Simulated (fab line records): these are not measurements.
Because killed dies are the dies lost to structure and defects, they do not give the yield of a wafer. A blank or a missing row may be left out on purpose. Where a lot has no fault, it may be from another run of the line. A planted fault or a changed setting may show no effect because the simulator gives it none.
The tool behind it: which one? -- flow rit-cmos -- 14 lots, 42 wafers sampled, at 2 steps of a route of 202

== WHAT EACH GAUGE READ, for each wafer ==
RIT_M1_CD_MEAS_09 targets a cd of 2600 nm. Usual: cd-nm reads 2599.3 nm (standard deviation 2).
lot,measured,on,cd-nm (nm),flag
L306,day 3 08:48,cd-sem-01,2601.1 2601.0 2601.9,
L307,day 3 11:38,cd-sem-02,2595.7 2596.2 2600.3,
L308,day 3 17:02,cd-sem-01,2596.9 2596.3 2598.4,
L309,day 3 23:07,cd-sem-01,2527.8 2532.0 2530.0,OFF
L310,day 4 02:32,cd-sem-01,2600.4 2601.1 2600.1,
L311,day 4 09:37,cd-sem-01,2543.0 2541.9 2542.6,OFF
L312,day 4 14:42,cd-sem-01,2597.7 2599.1 2600.7,
L314,day 4 23:44,cd-sem-01,2546.7 2545.5 2546.3,OFF
L320,day 6 05:09,cd-sem-01,2599.4 2602.2 2600.7,
L325,day 7 09:05,cd-sem-01,2597.7 2597.8 2596.9,
L326,day 7 11:31,cd-sem-02,2596.6 2598.2 2599.2,
L327,day 7 15:43,cd-sem-01,2599.9 2599.8 2598.2,
L328,day 7 21:07,cd-sem-01,2597.5 2598.7 2599.9,
L329,day 8 00:50,cd-sem-02,2594.9 2597.2 2596.6,

== EACH LOT AND THE TOOL THAT RAN IT (in order: tool; ch and the chambers of the sampled wafers; start) ==
lot,RIT_M1_COAT_04
L306,"litho-track-04 ch 0, day 3 07:58"
L307,"litho-track-02 ch 0, day 3 10:47"
L308,"litho-track-02 ch 0, day 3 16:19"
L309,"litho-track-02 ch 0, day 3 22:16"
L310,"litho-track-01 ch 0, day 4 01:42"
L311,"litho-track-02 ch 0, day 4 08:46"
L312,"litho-track-01 ch 0, day 4 13:58"
L314,"litho-track-02 ch 0, day 4 22:57"
L320,"litho-track-04 ch 0, day 6 04:25"
L325,"litho-track-01 ch 0, day 7 08:22"
L326,"litho-track-01 ch 0, day 7 10:40"
L327,"litho-track-01 ch 0, day 7 14:52"
L328,"litho-track-02 ch 0, day 7 20:23"
L329,"litho-track-01 ch 0, day 8 00:07"
- RIT_M1_COAT_04: resist thk 1300 nm.

== AS READ BY THE TOOLS THEMSELVES (means over the sampled wafers that have a number; for cases with no such wafer, the mark the record gives instead) ==
The record holds no such reading with a usual standard deviation.

== THE ANSWER, worked out from the rows above alone ==
Rule: a lot is off if the mean of its wafers that have a number lies more than 3 standard deviations from the usual mean. Also off: a lot with no number at a reading for which 4 or more lots have one. Any other lot the step has rows for is counted as sound. First the gauges in route order, then the tools' own readings, where a lot's mean is used as printed above. The first step at which some lot is off is used, and at that step the reading that is off furthest; a lot without a number counts as furthest.
Off: L309, L311, L314 (RIT_M1_CD_MEAS_09, cd-nm).
If a tool, at a process step before that reading, ran all the lots that are off and no sound lot after the first of them, it fits. Those tools and the gauges at RIT_M1_CD_MEAS_09 are tried in the same way. No candidate that was tried fits.

== WHAT HAD BEEN PUT IN BY THE SIMULATOR ==
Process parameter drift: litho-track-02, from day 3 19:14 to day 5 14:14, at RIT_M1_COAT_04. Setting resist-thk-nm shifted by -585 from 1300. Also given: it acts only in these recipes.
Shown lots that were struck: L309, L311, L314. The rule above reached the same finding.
